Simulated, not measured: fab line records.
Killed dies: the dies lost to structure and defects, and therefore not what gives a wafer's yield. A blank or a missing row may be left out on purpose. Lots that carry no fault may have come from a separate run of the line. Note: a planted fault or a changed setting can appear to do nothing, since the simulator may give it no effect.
A lot that was struck, set against a sound lot | flow berkeley-cmos170 | 19 out of 331 route steps
Sound: these wafers, L834.1, L834.3, L834.6. Wafers struck: L845.3, L845.4, L845.5. At the end, the cause is stated.
Per side, at each step with rows, come the tool, then ch with its chambers, and then its first start. Under that, the readings that differ: sound wafers | struck wafers | difference of the means | sigmas: that difference in standard deviations of wafers without a fault.
alike: words and numbers the same on both sides, and readings whose means are apart by under 2 such deviations; not compared: readings that were withheld, readings missing a value for some wafer, numbers with overlapping values and no deviation given by the record, and bounds like >300 which may hide the same value.
A row with sigmas, a row that says differs or no value, or rows on one side alone: a step with any of these is where the two part. Non-overlapping numbers with no deviation appear without sigmas and do not part them. A reading missing from all wafers of one side parts the sides only when that side holds two or more wafers.

first, 4 steps without rows for these wafers: UCB170_WELLDRIVE_WET_ETCH_04 (etches SiO2 in BOE, time 120 s); UCB170_ACTIVE_CLEAN_00 (cleans in SPM, time 600 s); UCB170_ACTIVE_CLEAN_01 (cleans in dHF, time 60 s); UCB170_ACTIVE_OXIDATION_02 (target thk 26.4 nm, ox time 1260 s).
UCB170_ACTIVE_THK_MEAS_03:
  sound: film-metro-01 at day 5 12:23; struck: film-metro-04 at day 8 08:16
  alike: ACTIVE_OXIDE_THK
then, 2 steps without rows for these wafers: UCB170_ACTIVE_ANNEAL_04 (time 900 s); UCB170_ACTIVE_CVD_05 (deposits Si3N4 from SiH2Cl2/NH3, target thk 220 nm, time 3300 s).
UCB170_ACTIVE_THK_MEAS_06:
  sound: film-metro-04 at day 5 19:54; struck: film-metro-04 at day 8 15:33
  alike: ACTIVE_NITRIDE_THK
then, 4 steps without rows for these wafers: UCB170_ACTIVE_HMDS_07 (prime time 60 s); UCB170_ACTIVE_COAT_08 (resist thk 900 nm); UCB170_ACTIVE_SOFTBAKE_09 (time 60 s); UCB170_ACTIVE_EXPOSE_10 (exposes mask ACTIVE, target cd 1200 nm).
UCB170_ACTIVE_PEB_11:
  sound on litho-track-01 ch 0, day 5 20:58; struck on litho-track-01 ch 0, day 8 16:32
  reading                  | sound                | struck            | difference                    | sigmas
  heater-power-total-W (W) | 56.78 56.81 56.78    | 68.47 68.34 68.28 | +11.57                        | +99 or more
  plate-temp-C (C)         | 129.78 130.13 129.86 | - - -             | no value on the struck wafers |
  alike: chill-plate-temp-C, resist-line-temp-C
then, 1 step without rows for these wafers: UCB170_ACTIVE_DEVELOP_12 (develop time 45 s).
UCB170_ACTIVE_CD_MEAS_13: target cd 1200 nm.
  sound: cd-sem-01 at day 5 21:14; struck: cd-sem-01 at day 8 16:49
  reading    | sound                | struck               | difference | sigmas
  cd-nm (nm) | 1199.1 1200.7 1200.3 | 1247.3 1247.8 1247.1 | +47.4      | +36
UCB170_ACTIVE_OVL_MEAS_14:
  sound: overlay-01 at day 5 21:22; struck: overlay-02 at day 8 16:54
  alike: ACTIVE_OVL
UCB170_ACTIVE_ETCH_15: etches Si3N4 in CH3F/Ar/O2, stops on SiO2, target depth 242 nm, time 151 s.
  sound on rie-diel-04 ch 0,2, day 5 21:23; struck on rie-diel-04 ch 0,1,3, day 8 16:55
  reading                 | sound          | struck         | difference | sigmas
  model.ACTIVE.cd-nm (nm) | 1199 1201 1201 | 1247 1248 1247 | +47        |
  alike: drypump-motor-current-A, oes-product-au, rf-fwd-power-W, throttle-valve-pct
  not compared: rf-hours-counter-h
UCB170_ACTIVE_STRIP_16: strips in O2.
  sound on plasma-asher-03 ch 0, day 5 21:29; struck on plasma-asher-03 ch 0,1, day 8 17:04
  alike: drypump-motor-current-A, oes-product-au, strip-time-to-endpoint-s
  not compared: rf-hours-counter-h
UCB170_M3_PROBE_99:
  the record has rows for the sound wafers here (prober-01, day 10 01:16) and none for the struck ones

WHERE THEY PART
At UCB170_ACTIVE_PEB_11 first; at UCB170_M3_PROBE_99 last (within this record only).

WHY: the cause the simulator had injected
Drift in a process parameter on litho-track-01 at UCB170_ACTIVE_PEB_11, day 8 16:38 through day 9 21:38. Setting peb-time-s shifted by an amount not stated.
